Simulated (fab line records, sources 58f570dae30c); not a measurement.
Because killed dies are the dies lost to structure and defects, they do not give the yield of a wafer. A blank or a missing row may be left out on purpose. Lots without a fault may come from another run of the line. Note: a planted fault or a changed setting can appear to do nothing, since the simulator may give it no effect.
Problem report in the 8D (eight disciplines) form, filled by code | flow berkeleyCmos170 | the parts of the form that need people (team, actions taken, sign-off) are left out

1. PROBLEM STATEMENT
rotationDeg at UCB170_NLDD_IMPLANT_09 reads a mean of 269.97 degrees on 9 wafers of 3 lots; wafers without a fault read 180.00 degrees with a standard deviation of 0.034. So: +99 or more standard deviations from the usual mean.
Seen first at day 10 21:58 on implanter-01, wafer L299.1. At this step, 21 wafers from 7 lots have a number in the record. The rule behind "out" and "out of limits": a value lying over 4 standard deviations away from the usual mean. Any other wafer with a number is counted as sound.

2. WHAT THIS IS AND IS NOT
question                    | is                     | is not
which readings at this step | rotationDeg            | doseIonsCm2
which lots                  | L299, L301, L303       | L289, L290, L300, L308
which wafers of those lots  | all that have a number | -
read on which tools         | implanter-01           | implanter-02, implanter-03
when                        | from day 10 21:58      | up to then (9 sound wafers); but 3 sound wafers of L308 came after

3. THE SUSPECTS, EACH WITH WHAT RULES IT OUT
Counting: a tool stays on the suspect list if, at a process step up to the reading, it processed all lots that are out and no sound lot following the first of them.
- implanter-01 at UCB170_NLDD_IMPLANT_09: kept. All lots that are out passed through it, beginning with L299 at day 10 21:58, and no sound lot followed; its final sound lot before that point was L289 at day 8 12:01. On those wafers its own readings are out: rotationDeg.
Remaining after the count: implanter-01 at UCB170_NLDD_IMPLANT_09.

4. THE CAUSE (what the simulator had put in)
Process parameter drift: implanter-01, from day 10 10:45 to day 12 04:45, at UCB170_NLDD_IMPLANT_09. A move of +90 in setting rotationDeg, from 180. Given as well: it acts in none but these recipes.
The count eliminated every tool but this one.

5. THE EFFECT CHAIN, in route order
Rows list readings where the struck wafers' mean (over those with a number) sits beyond 3 standard deviations from the usual. Only readings for which the record gives a usual standard deviation are gone through. hours: the time from each lot's start at the first step in this table that gives one to its start at this step, as a median over the lots. sigmas: the change in usual standard deviations.
hours | step                   | reading     | usual          | on struck wafers | change | sigmas
0     | UCB170_NLDD_IMPLANT_09 | rotationDeg | 180.00 degrees | 269.97           | +89.97 | +99 or more
Process steps it contains:
- UCB170_NLDD_IMPLANT_09

6. WHAT WOULD HAVE CAUGHT IT SOONER
In this record the first reading out of limits was taken at day 10 21:58, 11 hours after the fault began at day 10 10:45.
